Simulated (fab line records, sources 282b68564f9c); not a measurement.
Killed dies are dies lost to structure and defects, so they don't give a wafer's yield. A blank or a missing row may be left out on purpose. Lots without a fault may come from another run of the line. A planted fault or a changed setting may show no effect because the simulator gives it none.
A struck lot beside a sound one | flow rit_cmos | 20 steps out of a route of 202
Sound: wafers L299.3, L299.4, L299.5. Struck: wafers L309.1, L309.2, L309.3. The cause comes at the end.
At each step with rows: each side's tool, then ch and its chambers, then its first start. Under that, the readings that differ: sound wafers | struck wafers | difference of the means | sigmas: that difference in standard deviations of wafers without a fault.
alike: readings whose means differ by less than 2 such deviations, and words and numbers that are the same on both sides. not compared: withheld readings, readings that some wafer has no value for, bounds like >300 that may hide the same value, and numbers for which the record gives no deviation and whose values overlap.
The two part at a step that has a row with sigmas, a row that says differs or no value, or rows on one side only. Numbers that don't overlap but have no deviation are shown without sigmas and don't part them. A reading that every wafer of one side lacks parts them only if that side has two wafers or more.

first, 2 steps without rows for these wafers: RIT_NLDD_PEB_04; RIT_NLDD_DEVELOP_05 (develop time 50 s).
RIT_NLDD_OVL_MEAS_06:
  sound on overlay-02, day 3 05:12; struck on overlay-02, day 5 09:28
  reading       | sound       | struck         | difference | sigmas
  NLDD_OVL (nm) | 1.3 0.0 1.3 | -2.5 -2.3 -1.3 | -2.9       | -2
then, 2 steps without rows for these wafers: RIT_NLDD_HARDBAKE_07 (time 60 s); RIT_NLDD_IMPLANT_08.
RIT_NLDD_STRIP_09: strips in O2, time 180 s.
  sound on plasma_asher-01 ch 0,1, day 3 05:35; struck on plasma_asher-01 ch 0,1, day 5 09:48
  alike: drypump_motor_current_A
  not compared: rf_hours_counter_h
RIT_NLDD_TW_MEAS_10:
  sound on film_metro-04, day 3 05:43; struck on film_metro-04, day 5 09:58
  alike: NLDD_TW
then, 5 steps without rows for these wafers: RIT_PLDD_HMDS_00 (prime time 60 s); RIT_PLDD_COAT_01 (resist thk 1000 nm); RIT_PLDD_SOFTBAKE_02 (time 60 s); RIT_PLDD_EXPOSE_03 (exposes mask M8, target cd 40900 nm); RIT_PLDD_PEB_04.
RIT_PLDD_DEVELOP_05: develop time 50 s.
  sound on litho_track-01 ch 0, day 3 06:00; struck on litho_track-01 ch 0, day 5 10:00
  alike: resist_line_temp_C
RIT_PLDD_OVL_MEAS_06:
  sound on overlay-01, day 3 06:38; struck on overlay-02, day 5 11:01
  alike: PLDD_OVL
then, 2 steps without rows for these wafers: RIT_PLDD_HARDBAKE_07 (time 60 s); RIT_PLDD_IMPLANT_08.
RIT_PLDD_STRIP_09: strips in O2, time 180 s.
  sound on plasma_asher-04 ch 0,1, day 3 07:01; struck on plasma_asher-02 ch 0,1, day 5 11:20
  reading                     | sound       | struck      | difference | sigmas
  drypump_motor_current_A (A) | 6.3 5.9 5.9 | 5.1 4.7 4.6 | -1.2       | -2
  not compared: rf_hours_counter_h
RIT_PLDD_TW_MEAS_10:
  sound on film_metro-04, day 3 07:08; struck on film_metro-02, day 5 11:31
  reading | sound          | struck   | difference | sigmas
  PLDD_TW | 2379 2364 2366 | 30 30 30 | -2340      | -99 or more
then, 1 step without rows for these wafers: RIT_SPACER_CLEAN_00 (cleans in SC1, time 600 s).
RIT_M1_PROBE_99:
  the record has rows for the struck wafers here (prober-01, day 6 01:02) and none for the sound ones

WHERE THEY PART
First at RIT_NLDD_OVL_MEAS_06; last, within this record, at RIT_M1_PROBE_99.

WHY: what the simulator had put in
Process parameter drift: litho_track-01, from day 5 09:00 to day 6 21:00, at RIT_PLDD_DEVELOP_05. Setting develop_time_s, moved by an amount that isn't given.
